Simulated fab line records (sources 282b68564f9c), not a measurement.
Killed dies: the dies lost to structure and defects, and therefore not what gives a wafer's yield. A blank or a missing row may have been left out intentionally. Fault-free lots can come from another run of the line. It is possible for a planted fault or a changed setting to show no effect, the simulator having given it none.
fab line records + flow rit-cmos
[record]
- lots = 6
- wafers = 18
- last-day = 7
route steps=202 shown NWELL@35 PWELL@39 WELLDRIVE@50 NRETRO@53 M1@202
lots with no fault: from the same line, run without faults
start-h: the number of hours between the record's first day and the start of the first shown wafer of the lot + wait-h: time in hours since the lot's previous step + " same as the row above + L1.1+2: one row covering several wafers at once + - no value, or no start given + * or withheld: withheld + < > ~ a bound
route shown NAME@n: a module of which the file shows steps, and the number in the route of the first + usual: the fault-free wafers' mean and standard deviation + same: alike in all rows + chamber/n: place in a boat + sites: the reading at each site + _std_site: how widely they spread, as a standard deviation + _edge_site: mean of outer sites minus mean of inner sites + radius-mm: for every site, how far away it sits from the centre of the wafer + mask NAME#n: copy n + behind: the last tool/chamber to shape the wafer + hold: why the lot was held/for how many hours/how that ended + device: whichever transistor did not switch (one of n, p or np) + end of line: the tests these same wafers got at the end of their route + a step given without rows: its recipe and nothing more + killed: dies that structure and defects cost at the first sort, which is not the same as the wafer's yield + map: per-die view of a wafer (x killed, . not killed, _ where there is no die)
set.NAME: the setting that was run; set.NAME@STEP: the one run at that earlier step + model.NAME: the simulator's own value behind a step, which no gauge read
lots at some steps of the route; a table a step, a row a wafer
services: when a tool's chamber went out of use (start-h, in hours from the record's first day, below 0 if earlier), for how many hours, and the reason
[[steps]]
[step RIT_NWELL_HARDBAKE_07]
[recipe]
- resist = NOVOLAK
- temp-c = 140
- time-s = 120
[step RIT_NWELL_IMPLANT_08]
[recipe]
- species = P
- energy-kev = 170
- dose-cm2 = 5e+13
- tilt-deg = 7
[step RIT_NWELL_STRIP_09]
[recipe]
- chemistry = O2
- time-s = 180
- resist = NOVOLAK
- platen-temp-c = withheld
- power-w = 500
- pressure-mtorr = 4000
- o2-flow-sccm = 4000
[usual]
- drypump-motor-current-A = 5.4/0.45
| lot.wafer | tool            | chamber | start-h | wait-h | drypump-motor-current-A | rf-hours-counter-h |
|-----------|-----------------|---------|---------|--------|-------------------------|--------------------|
| L584.1    | plasma-asher-02 | 0       | 22.18   | 0.1    | 5.4                     | 39                 |
| L584.3    | "               | 0       | "       | "      | 5.4                     | -                  |
| L584.6    | "               | 1       | "       | "      | 5.1                     | -                  |
| L592.2    | plasma-asher-03 | 0       | 65.23   | 0.1    | 5.3                     | 41                 |
| L592.3    | "               | 0       | "       | "      | 5.3                     | -                  |
| L592.5    | "               | 0       | "       | "      | 5.3                     | -                  |
| L601.2    | plasma-asher-01 | 1       | 107.28  | 0.1    | 6.4                     | 33                 |
| L601.3    | "               | 0       | "       | "      | 4.9                     | -                  |
| L601.4    | "               | 1       | "       | "      | 6.4                     | -                  |
| L602.3    | plasma-asher-02 | 1       | 111.75  | 0.1    | 5.1                     | -                  |
| L602.4    | "               | 0       | "       | "      | 5.4                     | -                  |
| L602.5    | "               | 0       | "       | "      | 5.4                     | -                  |
| L605.1    | plasma-asher-03 | 0       | 127.81  | 0.1    | 5.3                     | 1                  |
| L605.2    | "               | 1       | "       | "      | 5.5                     | 1                  |
| L605.6    | "               | 0       | "       | "      | 5.3                     | -                  |
| L606.1    | plasma-asher-01 | 1       | 131.90  | 0.1    | 6.4                     | 36                 |
| L606.4    | "               | 0       | "       | "      | 4.9                     | -                  |
| L606.6    | "               | 0       | "       | "      | 4.9                     | -                  |
[step RIT_NWELL_TW_MEAS_10]
[usual]
- NWELL_TW = 2119/20
| lot.wafer | tool          | chamber | start-h | wait-h | NWELL_TW |
|-----------|---------------|---------|---------|--------|----------|
| L584.1    | film-metro-02 | -       | 22.35   | 0.1    | 2128     |
| L584.3    | "             | -       | "       | "      | 2128     |
| L584.6    | "             | -       | "       | "      | 2126     |
| L592.2    | film-metro-02 | -       | 65.41   | 0.1    | 2132     |
| L592.3    | "             | -       | "       | "      | 2118     |
| L592.5    | "             | -       | "       | "      | 2138     |
| L601.2    | film-metro-02 | -       | 107.46  | 0.1    | 2150     |
| L601.3    | "             | -       | "       | "      | 2155     |
| L601.4    | "             | -       | "       | "      | 2153     |
| L602.3    | film-metro-03 | -       | 111.89  | 0.1    | 2097     |
| L602.4    | "             | -       | "       | "      | 2104     |
| L602.5    | "             | -       | "       | "      | 2103     |
| L605.1    | film-metro-02 | -       | 127.98  | 0.1    | 2148     |
| L605.2    | "             | -       | "       | "      | 2163     |
| L605.6    | "             | -       | "       | "      | 2158     |
| L606.1    | film-metro-02 | -       | 132.08  | 0.1    | 2148     |
| L606.4    | "             | -       | "       | "      | 2161     |
| L606.6    | "             | -       | "       | "      | 2149     |
[step RIT_PWELL_HMDS_00]
[recipe]
- prime-time-s = 60
- prime-temp-c = 140
[step RIT_PWELL_COAT_01]
[recipe]
- resist = NOVOLAK
- spin-rpm = 2000
- resist-thk-nm = 1286
[step RIT_PWELL_SOFTBAKE_02]
[recipe]
- resist = NOVOLAK
- temp-c = 90
- time-s = 60
[step RIT_PWELL_EXPOSE_03]
[recipe]
- mask-id = M3
- na = 0.57
- target-cd-nm = 43700
- dose-mj = 250
[step RIT_PWELL_PEB_04]
[recipe]
- resist = NOVOLAK
- temp-c = withheld
- time-s = withheld
[step RIT_PWELL_DEVELOP_05]
[recipe]
- resist = NOVOLAK
- develop-time-s = 68
- dev-temp-c = 23
[step RIT_PWELL_OVL_MEAS_06]
[usual]
- PWELL_OVL = -0.7/1.6
| lot.wafer | tool       | chamber | start-h | wait-h | PWELL_OVL[nm] |
|-----------|------------|---------|---------|--------|---------------|
| L584.1    | overlay-02 | -       | 23.42   | -      | -3.4          |
| L584.3    | "          | -       | "       | "      | -2.8          |
| L584.6    | "          | -       | "       | "      | -4.0          |
| L592.2    | overlay-02 | -       | 66.47   | -      | -2.2          |
| L592.3    | "          | -       | "       | "      | 0.0           |
| L592.5    | "          | -       | "       | "      | -1.3          |
| L601.2    | overlay-01 | -       | 108.52  | -      | 0.5           |
| L601.3    | "          | -       | "       | "      | 0.1           |
| L601.4    | "          | -       | "       | "      | 1.6           |
| L602.3    | overlay-01 | -       | 112.82  | -      | -0.5          |
| L602.4    | "          | -       | "       | "      | -1.4          |
| L602.5    | "          | -       | "       | "      | -0.8          |
| L605.1    | overlay-02 | -       | 129.29  | -      | -4.1          |
| L605.2    | "          | -       | "       | "      | -1.4          |
| L605.6    | "          | -       | "       | "      | -2.7          |
| L606.1    | overlay-02 | -       | 133.02  | -      | -0.8          |
| L606.4    | "          | -       | "       | "      | 0.2           |
| L606.6    | "          | -       | "       | "      | -0.1          |
[step RIT_PWELL_HARDBAKE_07]
[recipe]
- resist = NOVOLAK
- temp-c = 140
- time-s = 120
[step RIT_PWELL_IMPLANT_08]
[recipe]
- species = B
- energy-kev = 170
- dose-cm2 = 7.089e+13
- tilt-deg = 7
| lot.wafer  | tool         | chamber | start-h | wait-h |
|------------|--------------|---------|---------|--------|
| L584.1+3+6 | implanter-04 | 0       | 23.70   | 0.2    |
| L592.2+3+5 | implanter-01 | 0       | 66.78   | 0.2    |
| L601.2+3+4 | implanter-04 | 0       | 108.83  | 0.2    |
| L602.3+4+5 | implanter-04 | 0       | 113.15  | 0.2    |
| L605.1+2+6 | implanter-03 | 0       | 129.57  | 0.2    |
| L606.1+4+6 | implanter-03 | 0       | 133.30  | 0.2    |
[step RIT_PWELL_STRIP_09]
[recipe]
- chemistry = O2
- time-s = 180
- resist = NOVOLAK
- platen-temp-c = withheld
- power-w = 500
- pressure-mtorr = 4000
- o2-flow-sccm = 4000
[usual]
- drypump-motor-current-A = 5.7/0.65
| lot.wafer | tool            | chamber | start-h | wait-h | drypump-motor-current-A | rf-hours-counter-h |
|-----------|-----------------|---------|---------|--------|-------------------------|--------------------|
| L584.1    | plasma-asher-03 | 0       | 23.85   | 0.1    | 5.3                     | 37                 |
| L584.3    | "               | 1       | "       | "      | 5.5                     | -                  |
| L584.6    | "               | 0       | "       | "      | 5.3                     | -                  |
| L592.2    | plasma-asher-04 | 0       | 66.90   | 0.1    | 5.4                     | 40                 |
| L592.3    | "               | 0       | "       | "      | 5.4                     | -                  |
| L592.5    | "               | 1       | "       | "      | 6.7                     | -                  |
| L601.2    | plasma-asher-04 | 1       | 108.95  | 0.1    | 6.6                     | 45                 |
| L601.3    | "               | 1       | "       | "      | 6.7                     | -                  |
| L601.4    | "               | 0       | "       | "      | 5.4                     | -                  |
| L602.3    | plasma-asher-04 | 0       | 113.40  | 0.2    | 5.4                     | -                  |
| L602.4    | "               | 1       | "       | "      | 6.6                     | -                  |
| L602.5    | "               | 1       | "       | "      | 6.6                     | -                  |
| L605.1    | plasma-asher-04 | 1       | 129.72  | 0.1    | 6.7                     | 48                 |
| L605.2    | "               | 0       | "       | "      | 5.4                     | 48                 |
| L605.6    | "               | 0       | "       | "      | 5.4                     | -                  |
| L606.1    | plasma-asher-03 | 0       | 133.45  | 0.1    | 5.3                     | 1                  |
| L606.4    | "               | 0       | "       | "      | 5.3                     | -                  |
| L606.6    | "               | 1       | "       | "      | 5.5                     | -                  |
[step RIT_PWELL_TW_MEAS_10]
[usual]
- PWELL_TW = 941/8.5
| lot.wafer | tool          | chamber | start-h | wait-h | PWELL_TW |
|-----------|---------------|---------|---------|--------|----------|
| L584.1    | film-metro-04 | -       | 24.03   | 0.1    | 932      |
| L584.3    | "             | -       | "       | "      | 932      |
| L584.6    | "             | -       | "       | "      | 932      |
| L592.2    | film-metro-02 | -       | 67.09   | 0.1    | 952      |
| L592.3    | "             | -       | "       | "      | 949      |
| L592.5    | "             | -       | "       | "      | 947      |
| L601.2    | film-metro-03 | -       | 109.14  | 0.1    | 900      |
| L601.3    | "             | -       | "       | "      | 900      |
| L601.4    | "             | -       | "       | "      | 900      |
| L602.3    | film-metro-02 | -       | 113.55  | 0.1    | 916      |
| L602.4    | "             | -       | "       | "      | 919      |
| L602.5    | "             | -       | "       | "      | 917      |
| L605.1    | film-metro-03 | -       | 129.90  | 0.1    | 937      |
| L605.2    | "             | -       | "       | "      | 941      |
| L605.6    | "             | -       | "       | "      | 936      |
| L606.1    | film-metro-04 | -       | 133.63  | 0.1    | 926      |
| L606.4    | "             | -       | "       | "      | 928      |
| L606.6    | "             | -       | "       | "      | 925      |
[step RIT_WELLDRIVE_ANNEAL_00]
[recipe]
- temp-c = 1100
- time-s = 14700
- ambient = N2
[step RIT_WELLDRIVE_RS_MEAS_01]
[recipe]
- thk-meas-gauge = four-point-probe
[usual]
- NWELL_RS = 275.5/0.63
| lot.wafer | tool          | chamber | start-h | wait-h | NWELL_RS[ohm/sq] |
|-----------|---------------|---------|---------|--------|------------------|
| L584.1    | film-metro-04 | -       | 29.40   | 0.0    | 275.7            |
| L584.3    | "             | -       | "       | "      | 275.6            |
| L584.6    | "             | -       | "       | "      | 275.7            |
| L592.2    | film-metro-03 | -       | 73.49   | 0.0    | 275.5            |
| L592.3    | "             | -       | "       | "      | 275.5            |
| L592.5    | "             | -       | "       | "      | 275.3            |
| L601.2    | film-metro-02 | -       | 114.80  | 0.0    | 274.9            |
| L601.3    | "             | -       | "       | "      | 275.1            |
| L601.4    | "             | -       | "       | "      | 275.2            |
| L602.3    | film-metro-02 | -       | 118.71  | 0.0    | 275.2            |
| L602.4    | "             | -       | "       | "      | 275.1            |
| L602.5    | "             | -       | "       | "      | 275.2            |
| L605.1    | film-metro-03 | -       | 135.04  | 0.0    | 274.7            |
| L605.2    | "             | -       | "       | "      | 275.4            |
| L605.6    | "             | -       | "       | "      | 275.1            |
| L606.1    | film-metro-02 | -       | 139.22  | 0.0    | 275.2            |
| L606.4    | "             | -       | "       | "      | 275.1            |
| L606.6    | "             | -       | "       | "      | 275.5            |
[step RIT_WELLDRIVE_RS_MEAS_02]
[recipe]
- thk-meas-gauge = four-point-probe
[usual]
- PWELL_RS = 426.3/1.2
| lot.wafer | tool          | chamber | start-h | wait-h | PWELL_RS[ohm/sq] |
|-----------|---------------|---------|---------|--------|------------------|
| L584.1    | film-metro-04 | -       | 29.52   | 0.1    | 425.9            |
| L584.3    | "             | -       | "       | "      | 427.9            |
| L584.6    | "             | -       | "       | "      | 425.7            |
| L592.2    | film-metro-03 | -       | 73.61   | 0.1    | 426.7            |
| L592.3    | "             | -       | "       | "      | 426.4            |
| L592.5    | "             | -       | "       | "      | 426.0            |
| L601.2    | film-metro-02 | -       | 114.92  | 0.1    | 460.5            |
| L601.3    | "             | -       | "       | "      | 461.3            |
| L601.4    | "             | -       | "       | "      | 460.1            |
| L602.3    | film-metro-02 | -       | 118.83  | 0.1    | 460.3            |
| L602.4    | "             | -       | "       | "      | 459.3            |
| L602.5    | "             | -       | "       | "      | 459.3            |
| L605.1    | film-metro-03 | -       | 135.16  | 0.1    | 426.7            |
| L605.2    | "             | -       | "       | "      | 425.1            |
| L605.6    | "             | -       | "       | "      | 425.8            |
| L606.1    | film-metro-02 | -       | 139.34  | 0.1    | 426.3            |
| L606.4    | "             | -       | "       | "      | 427.1            |
| L606.6    | "             | -       | "       | "      | 426.6            |
[step RIT_NRETRO_HMDS_00]
[recipe]
- prime-time-s = 60
- prime-temp-c = 140
[step RIT_M1_PROBE_99]
[usual]
- killed_at_M0_to_M3 = 0.0/0.2
- killed-at-contacts = 0.1/0.25
- killed-at-front-end = 6/3.1
- killed-dies = 6/3.1
- killed-open = 2.9/2
- killed-short = 3.3/2
[same]
- gross-dies = 264
- killed_at_M4_up = 0
- killed-at-back-side = 0
- killed-at-other = 0
| lot.wafer | tool      | chamber | start-h | wait-h | killed_at_M0_to_M3 | killed-at-contacts | killed-at-front-end | killed-dies | killed-open | killed-short | model.etest.nmos_0p3.r-on-ohm-um | model.etest.pwell-pinched.rs-ohm-sq-range | model.etest.pwell-pinched.rs-ohm-sq | model.etest.nmos_0p15.drive-ua-um-range | model.etest.pwell.rs-ohm-sq | model.etest.pwell-pinched.rs-ohm-sq-rim-less-centre | model.etest.nmos-turned.drive-ua-um | model.etest.nmos_0p15.drive-ua-um |
|-----------|-----------|---------|---------|--------|--------------------|--------------------|---------------------|-------------|-------------|--------------|----------------------------------|-------------------------------------------|-------------------------------------|-----------------------------------------|-----------------------------|-----------------------------------------------------|-------------------------------------|-----------------------------------|
| L584.1    | prober-02 | -       | 57.66   | 0.1    | 0                  | 0                  | 9                   | 9           | 5           | 4            | 2124                             | 6.208                                     | 463.4                               | 8.838                                   | 414                         | -1.954                                              | 340.3                               | 474.1                             |
| L584.3    | prober-02 | -       | 57.76   | 0.2    | 0                  | 0                  | 2                   | 2           | 0           | 2            | 2101                             | 13.25                                     | 452.6                               | 15.02                                   | 414.3                       | -3.7                                                | 347.6                               | 482.4                             |
| L584.6    | prober-02 | -       | 57.91   | 0.2    | 0                  | 0                  | 2                   | 2           | 2           | 0            | 2145                             | 16.33                                     | 449.1                               | 14.6                                    | 403.7                       | 2.599                                               | 336.3                               | 471                               |
| L592.2    | prober-02 | -       | 104.01  | 0.1    | 0                  | 0                  | 6                   | 6           | 4           | 2            | 2188                             | 15.75                                     | 446                                 | 9.112                                   | 405.3                       | 2.733                                               | 320.6                               | 480.6                             |
| L592.3    | prober-02 | -       | 104.06  | 0.2    | 0                  | 0                  | 7                   | 7           | 2           | 5            | 2187                             | 15.27                                     | 454.1                               | 9.819                                   | 407.8                       | -3.443                                              | 315.2                               | 480.9                             |
| L592.5    | prober-02 | -       | 104.16  | 0.2    | 0                  | 1                  | 4                   | 5           | 0           | 5            | 2138                             | 16.15                                     | 449.5                               | 9.067                                   | 408.3                       | 3.133                                               | 324.2                               | 491.9                             |
| L601.2    | prober-01 | -       | 146.38  | 0.1    | 0                  | 0                  | 8                   | 8           | 3           | 5            | 2116                             | 65.04                                     | 498.1                               | 48.26                                   | 448.9                       | -18.76                                              | 318.6                               | 480.4                             |
| L601.3    | prober-01 | -       | 146.43  | 0.2    | 1                  | 0                  | 7                   | 8           | 3           | 5            | 2082                             | 69.15                                     | 497.7                               | 50.09                                   | 455                         | -21.7                                               | 318.3                               | 484.5                             |
| L601.4    | prober-01 | -       | 146.48  | 0.2    | 0                  | 0                  | 6                   | 6           | 2           | 4            | 2104                             | 61.33                                     | 496.1                               | 48.12                                   | 447.9                       | -30.87                                              | 314                                 | 485.7                             |
| L602.3    | prober-02 | -       | 148.48  | 0.2    | 0                  | 0                  | 3                   | 3           | 1           | 2            | 2129                             | 63.33                                     | 483.4                               | 38.07                                   | 431                         | -29.46                                              | 324.5                               | 470.4                             |
| L602.4    | prober-02 | -       | 148.53  | 0.2    | 0                  | 0                  | 4                   | 4           | 1           | 3            | 2090                             | 65.4                                      | 478.2                               | 47.86                                   | 434.8                       | -33.77                                              | 321.2                               | 472.9                             |
| L602.5    | prober-02 | -       | 148.58  | 0.2    | 0                  | 0                  | 2                   | 2           | 0           | 2            | 2085                             | 69.03                                     | 482.1                               | 43.74                                   | 433.2                       | -35.02                                              | 338.4                               | 476.7                             |
| L605.1    | prober-01 | -       | 163.84  | 0.1    | 0                  | 0                  | 7                   | 7           | 1           | 6            | 2176                             | 17.15                                     | 459.9                               | 8.722                                   | 414.6                       | -1.812                                              | 328                                 | 460.7                             |
| L605.2    | prober-01 | -       | 163.89  | 0.1    | 0                  | 0                  | 8                   | 8           | 2           | 6            | 2222                             | 23.13                                     | 464.8                               | 13.57                                   | 413.8                       | -17.04                                              | 315.6                               | 444.8                             |
| L605.6    | prober-01 | -       | 164.09  | 0.2    | 0                  | 0                  | 4                   | 4           | 0           | 4            | 2191                             | 13.28                                     | 454.4                               | 15.7                                    | 413.9                       | -1.221                                              | 317.2                               | 445                               |
| L606.1    | prober-02 | -       | 169.22  | 0.1    | 0                  | 0                  | 2                   | 2           | 2           | 0            | 2225                             | 13.95                                     | 452.3                               | 13.38                                   | 406.2                       | 1.917                                               | 321.9                               | 456.9                             |
| L606.4    | prober-02 | -       | 169.37  | 0.2    | 0                  | 0                  | 1                   | 1           | 0           | 1            | 2128                             | 11.58                                     | 448.8                               | 10.13                                   | 407.9                       | 0.3511                                              | 339.6                               | 472.7                             |
| L606.6    | prober-02 | -       | 169.47  | 0.2    | 0                  | 0                  | 3                   | 3           | 2           | 1            | 2207                             | 18.17                                     | 444.8                               | 14.23                                   | 411.4                       | -0.4447                                             | 323.6                               | 453.3                             |
// killed by level:class
L584.1 FOX1:geometric-particle:short=2 SILICIDE:geometric-particle:open=2 FOX1:geometric-particle:open=1 FOX2:geometric-particle:short=1 REOX:geometric-particle:open=1 SPACER:geometric-particle:open=1 SILICIDE:geometric-particle:short=1
L584.3 GATE:geometric-particle:short=1 REOX:geometric-particle:short=1
L584.6 ACTIVE:geometric-particle:open=1 GATE:geometric-particle:open=1
L592.2 SPACER:geometric-particle:open=2 FOX1:geometric-particle:open=1 FOX2:geometric-particle:short=1 REOX:geometric-particle:short=1 REOX:geometric-particle:open=1
L592.3 FOX2:geometric-particle:short=4 FOX2:geometric-particle:open=1 GATE:geometric-particle:open=1 GATE:geometric-particle:short=1
L592.5 FOX2:geometric-particle:short=2 GATE:geometric-particle:short=1 SPACER:geometric-particle:short=1 CONTACT:geometric-particle:short=1
L601.2 GATE:geometric-particle:open=2 REOX:geometric-particle:short=2 SPACER:geometric-particle:short=2 SILICIDE:geometric-particle:open=1 SILICIDE:geometric-particle:short=1
L601.3 FOX1:geometric-particle:short=2 REOX:geometric-particle:short=2 SILICIDE:geometric-particle:open=2 SPACER:geometric-particle:open=1 M1:geometric-particle:short=1
L601.4 FOX2:geometric-particle:open=1 GATE:geometric-particle:short=1 REOX:geometric-particle:short=1 SPACER:geometric-particle:open=1 SPACER:geometric-particle:short=1 SILICIDE:geometric-particle:short=1
L602.3 FOX1:geometric-particle:short=1 GATE:geometric-particle:open=1 SILICIDE:geometric-particle:short=1
L602.4 GATE:geometric-particle:open=1 GATE:geometric-particle:short=1 REOX:geometric-particle:short=1 SILICIDE:geometric-particle:short=1
L602.5 SILICIDE:geometric-particle:short=2
L605.1 SPACER:geometric-particle:short=3 FOX2:geometric-particle:short=1 GATE:geometric-particle:short=1 GATE:geometric-particle:open=1 REOX:geometric-particle:short=1
L605.2 GATE:geometric-particle:short=4 GATE:geometric-particle:open=2 SILICIDE:geometric-particle:short=2
L605.6 REOX:geometric-particle:short=2 GATE:geometric-particle:short=1 SILICIDE:geometric-particle:short=1
L606.1 GATE:geometric-particle:open=2
L606.4 REOX:geometric-particle:short=1
L606.6 FOX2:geometric-particle:open=2 GATE:geometric-particle:short=1
[[services]]
| tool            | chamber | start-h | hours | kind       |
|-----------------|---------|---------|-------|------------|
| implanter-01    | -       | 8.98    | 2.2   | repair     |
| implanter-03    | -       | 12.73   | 12.6  | pm         |
| plasma-asher-04 | -       | 21.83   | 2.8   | pm         |
| implanter-01    | -       | 32.01   | 1.9   | repair     |
| implanter-03    | -       | 34.00   | 2.7   | repair     |
| implanter-03    | -       | 68.10   | 3.8   | repair     |
| plasma-asher-02 | -       | 71.80   | 14.6  | pm         |
| plasma-asher-03 | -       | 88.64   | 1.2   | repair     |
| plasma-asher-03 | -       | 108.75  | 9.0   | pm         |
| plasma-asher-03 | 0       | 108.75  | 9.0   | vent-cycle |
| plasma-asher-03 | 1       | 108.75  | 9.0   | vent-cycle |
| plasma-asher-03 | 0       | 117.75  | -     | clean      |
| plasma-asher-03 | 1       | 117.75  | -     | clean      |
| implanter-04    | -       | 131.88  | 6.2   | repair     |
[[key]]
[first-sign]
- step = RIT_PWELL_TW_MEAS_10
- reading = PWELL_TW
- direction = down
- sigmas = 3.9
- usual = 941
- struck = 909
[effect]
- step = RIT_WELLDRIVE_RS_MEAS_02
- reading = PWELL_RS
- direction = up
- sigmas = 27
- usual = 426.3
- struck = 460.1
[model-effect]
- step = RIT_M1_PROBE_99
- value = etest.nmos_0p3.r-on-ohm-um
- without = 2178
- struck = 2101
met-at RIT_PWELL_IMPLANT_08
struck-wafers L601.2,L601.3,L601.4,L602.3,L602.4,L602.5
tester-left-out L601,L602
onset-between 23.70 108.83
[fault]
- kind = process-parameter-drift
- tool = implanter-04
- chamber = -
- onset-h = 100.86
- steps = RIT_PWELL_IMPLANT_08
- channel = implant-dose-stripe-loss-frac
- offset = 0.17
- shape = step
- end-h = 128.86
// tester-left-out: of these lots the tester's yield and bins aren't shown, on N5 and GAA mostly nor the transistor test; their killed dies are dies lost to structure and defects alone, not to doping, threshold or leakage, so they don't give the yield
